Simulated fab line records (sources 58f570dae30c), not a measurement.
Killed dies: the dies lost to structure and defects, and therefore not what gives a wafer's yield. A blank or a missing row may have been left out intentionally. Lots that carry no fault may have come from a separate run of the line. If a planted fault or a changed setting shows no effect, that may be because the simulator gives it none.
One fault through the eyes of 2 desks    flow berkeleyCmos170    numbers are kept per desk, each desk with only its own; the story behind them comes last

## AT THE METROLOGY DESK
Lot by lot, what the gauges showed, no matter which tool ran the lot: averages of those sampled wafers that carry a number. A lot is out of limits, marked OUT, if its mean lies more than 4 standard deviations from the usual mean; the brackets give that distance.
Columns: A = PLDD_TW at UCB170_PLDD_TW_MEAS_11, usual 1011; B = PLDD_RS at UCB170_SDANNEAL_RS_MEAS_04, usual 1030.0 ohm/sq
lot   first seen here  A                B
L672  day 8 07:24      1015             1034.2
L673  day 8 07:39      1016             1027.5
L676  day 8 15:22      1016             1029.7
L675  day 8 15:37      1002             1034.0
L677  day 9 05:34      1011             1035.0
L679  day 9 19:06      1012             1029.1
L678  day 9 19:42      1059 (+7.7) OUT  882.4 (-51) OUT
L682  day 10 18:29     1078 (+11) OUT   884.6 (-50) OUT
L685  day 10 18:42     1000             1033.0
L684  day 10 18:56     1008             1028.3
L688  day 11 03:17     1014             1032.6
L690  day 11 09:40     1022             1026.6
L689  day 11 09:56     1003             1033.9
L692  day 12 09:29     1016             1027.4
Finding of this desk: L678, L682 out of limits, first seen on L678 at day 9 19:42 (PLDD_TW at UCB170_PLDD_TW_MEAS_11). L672, L673, L676, L675, L677, L679, L685, L684, L688, L690, L689, L692 stayed within limits.

## DESK OF THE TOOL OWNER: implanter-04
The tool's own readings at UCB170_PLDD_IMPLANT_08, given as means over the sampled wafers that have a number, one for each lot that went through this tool. A lot is out of limits, marked OUT, if its mean lies more than 4 standard deviations from the usual mean; the brackets give that distance.
Columns: A = beamOnS at UCB170_PLDD_IMPLANT_08, usual 10.02 s; B = doseIonsCm2 at UCB170_PLDD_IMPLANT_08, usual 5e+13
lot   first seen here  A                B
L673  day 8 07:15      10.01            5e+13
L676  day 8 14:58      10.15            5e+13
L679  day 9 18:43      10.19            5e+13
L678  day 9 19:19      13.73 (+19) OUT  7e+13 (+99 or more) OUT
L682  day 10 18:05     13.76 (+19) OUT  7e+13 (+99 or more) OUT
This desk's verdict: out of limits on L678, L682, starting with L678 at day 9 19:19 (beamOnS at UCB170_PLDD_IMPLANT_08). L673, L676, L679 stayed within limits.

## PUT TOGETHER
An alarm could have come from the tool owner's desk at day 9 19:19, on L678, L682.
At day 9 19:42 the metrology desk could have sounded an alarm, on L678, L682.
Of the lots named, all ran UCB170_PLDD_IMPLANT_08 on implanter-04.

## WHAT THE SIMULATOR HAD INSERTED
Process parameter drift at UCB170_PLDD_IMPLANT_08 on implanter-04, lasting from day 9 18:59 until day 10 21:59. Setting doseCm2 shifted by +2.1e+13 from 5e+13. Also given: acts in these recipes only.
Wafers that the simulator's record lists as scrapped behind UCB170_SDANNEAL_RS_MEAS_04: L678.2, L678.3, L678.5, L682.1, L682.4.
Struck lots among those shown: L678, L682.
Delay (hours) between the fault's onset and each desk's first out-of-limits reading: 0 at the tool owner's desk, 1 at the metrology desk.
